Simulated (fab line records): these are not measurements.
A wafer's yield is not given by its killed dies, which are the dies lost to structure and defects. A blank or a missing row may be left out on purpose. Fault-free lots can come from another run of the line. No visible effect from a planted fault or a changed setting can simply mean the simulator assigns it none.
Tool commonality check || flow berkeley cmos170 || Sample size 14 lots and 48 wafers

== WHAT PROMPTED THE OPENING ==
On 2 of the 14 lots, a flag is raised at UCB170_NLDD_CD_MEAS_06 on the reading cd nm. Fault-free wafers read 1199.6 nm, with a standard deviation of 1.4.
Rule: a lot is flagged when every wafer of it that has a number lies more than 4 standard deviations from that mean, or none has a number. As for the other lots, they are considered sound.

{"lot": "L650", "measured": "day 6 06:20", "on": "cd sem-02", "cd nm (nm), wafer by wafer": "1200.9 1199.7 1199.9", "flag": ""}
{"lot": "L649", "measured": "day 6 06:28", "on": "cd sem-01", "cd nm (nm), wafer by wafer": "1198.0 1199.4 1199.3", "flag": ""}
{"lot": "L652", "measured": "day 6 10:25", "on": "cd sem-02", "cd nm (nm), wafer by wafer": "1198.2 1197.1 1197.9", "flag": ""}
{"lot": "L653", "measured": "day 6 18:59", "on": "cd sem-02", "cd nm (nm), wafer by wafer": "1201.7 1202.3 1200.8", "flag": ""}
{"lot": "L655", "measured": "day 6 19:35", "on": "cd sem-02", "cd nm (nm), wafer by wafer": "1202.2 1202.5 1203.0", "flag": ""}
{"lot": "L657", "measured": "day 7 11:19", "on": "cd sem-01", "cd nm (nm), wafer by wafer": "1198.0 1198.7 1197.8", "flag": ""}
{"lot": "L656", "measured": "day 7 12:16", "on": "cd sem-02", "cd nm (nm), wafer by wafer": "1198.3 1199.5 1198.6", "flag": ""}
{"lot": "L658", "measured": "day 7 18:34", "on": "cd sem-02", "cd nm (nm), wafer by wafer": "1197.9 1196.7 1198.4", "flag": ""}
{"lot": "L659", "measured": "day 8 06:07", "on": "cd sem-01", "cd nm (nm), wafer by wafer": "1200.3 1200.4 1200.9", "flag": ""}
{"lot": "L660", "measured": "day 8 06:40", "on": "cd sem-01", "cd nm (nm), wafer by wafer": "1199.2 1199.6 1200.4", "flag": ""}
{"lot": "L665", "measured": "day 9 09:37", "on": "cd sem-02", "cd nm (nm), wafer by wafer": "1211.3 1210.7 1212.2 1211.2 1210.6 1212.2", "flag": "FLAGGED"}
{"lot": "L664", "measured": "day 9 09:53", "on": "cd sem-01", "cd nm (nm), wafer by wafer": "1209.3 1210.4 1209.6 1209.4 1210.7 1209.6", "flag": "FLAGGED"}
{"lot": "L671", "measured": "day 10 14:05", "on": "cd sem-02", "cd nm (nm), wafer by wafer": "1199.1 1197.1 1197.4", "flag": ""}
{"lot": "L672", "measured": "day 11 04:48", "on": "cd sem-02", "cd nm (nm), wafer by wafer": "1200.5 1199.9 1200.2", "flag": ""}
The mean of the flagged lots' numbers is 1210.6 nm, +11.0 nm from the usual (+8 standard deviations).

== EACH LOT AND THE TOOL IT RAN ON ==
The record holds 1 process step before the reading, out of a route of 331 steps. Each cell gives the tool, then ch followed by the chambers the sampled wafers passed through, then the start.
{"lot": "L650", "flag": "", "UCB170_NLDD_PEB_04": "litho track-02 ch 0, day 6 06:04"}
{"lot": "L649", "flag": "", "UCB170_NLDD_PEB_04": "litho track-04 ch 0, day 6 06:11"}
{"lot": "L652", "flag": "", "UCB170_NLDD_PEB_04": "litho track-02 ch 0, day 6 10:08"}
{"lot": "L653", "flag": "", "UCB170_NLDD_PEB_04": "litho track-04 ch 0, day 6 18:43"}
{"lot": "L655", "flag": "", "UCB170_NLDD_PEB_04": "litho track-02 ch 0, day 6 19:16"}
{"lot": "L657", "flag": "", "UCB170_NLDD_PEB_04": "litho track-04 ch 0, day 7 11:02"}
{"lot": "L656", "flag": "", "UCB170_NLDD_PEB_04": "litho track-04 ch 0, day 7 12:00"}
{"lot": "L658", "flag": "", "UCB170_NLDD_PEB_04": "litho track-01 ch 0, day 7 18:17"}
{"lot": "L659", "flag": "", "UCB170_NLDD_PEB_04": "litho track-01 ch 0, day 8 05:50"}
{"lot": "L660", "flag": "", "UCB170_NLDD_PEB_04": "litho track-01 ch 0, day 8 06:23"}
{"lot": "L665", "flag": "FLAGGED", "UCB170_NLDD_PEB_04": "litho track-01 ch 0, day 9 09:21"}
{"lot": "L664", "flag": "FLAGGED", "UCB170_NLDD_PEB_04": "litho track-01 ch 0, day 9 09:37"}
{"lot": "L671", "flag": "", "UCB170_NLDD_PEB_04": "litho track-04 ch 0, day 10 13:49"}
{"lot": "L672", "flag": "", "UCB170_NLDD_PEB_04": "litho track-04 ch 0, day 11 04:32"}
What is done by these steps:
- UCB170_NLDD_PEB_04
- UCB170_NLDD_CD_MEAS_06: target cd 1200 nm.

== FLAGGED OVER TOTAL, TOOL BY TOOL (the gauges that took the reading come last) ==
{"step": "UCB170_NLDD_PEB_04", "tool": "litho track-01", "lots run": 5, "flagged": 2, "share of the flagged lots": "all", "sound lots run after its first flagged lot": 0}
{"step": "UCB170_NLDD_PEB_04", "tool": "litho track-02", "lots run": 3, "flagged": 0, "share of the flagged lots": "none", "sound lots run after its first flagged lot": "-"}
{"step": "UCB170_NLDD_PEB_04", "tool": "litho track-04", "lots run": 6, "flagged": 0, "share of the flagged lots": "none", "sound lots run after its first flagged lot": "-"}
{"step": "UCB170_NLDD_CD_MEAS_06", "tool": "cd sem-01", "lots run": 5, "flagged": 1, "share of the flagged lots": "some", "sound lots run after its first flagged lot": 0}
{"step": "UCB170_NLDD_CD_MEAS_06", "tool": "cd sem-02", "lots run": 9, "flagged": 1, "share of the flagged lots": "some", "sound lots run after its first flagged lot": "2 (L671,L672)"}

== WHAT IS ALLOWED BY THE TABLE ==
Rows of the table that ran each flagged lot: 1, that is litho track-01 at UCB170_NLDD_PEB_04.
- litho track-01 at UCB170_NLDD_PEB_04 ran 5 lots, 2 of them flagged. Last sound lot L660 at day 8 06:23, first flagged lot L665 at day 9 09:21; a fault beginning in between fits. Its own readings (heater power total W, plate temp C) fall more than 4 standard deviations out on all wafers of the flagged lots.
Left over: one tool, litho track-01 at UCB170_NLDD_PEB_04.

== WHAT WAS PUT IN BY THE SIMULATOR ==
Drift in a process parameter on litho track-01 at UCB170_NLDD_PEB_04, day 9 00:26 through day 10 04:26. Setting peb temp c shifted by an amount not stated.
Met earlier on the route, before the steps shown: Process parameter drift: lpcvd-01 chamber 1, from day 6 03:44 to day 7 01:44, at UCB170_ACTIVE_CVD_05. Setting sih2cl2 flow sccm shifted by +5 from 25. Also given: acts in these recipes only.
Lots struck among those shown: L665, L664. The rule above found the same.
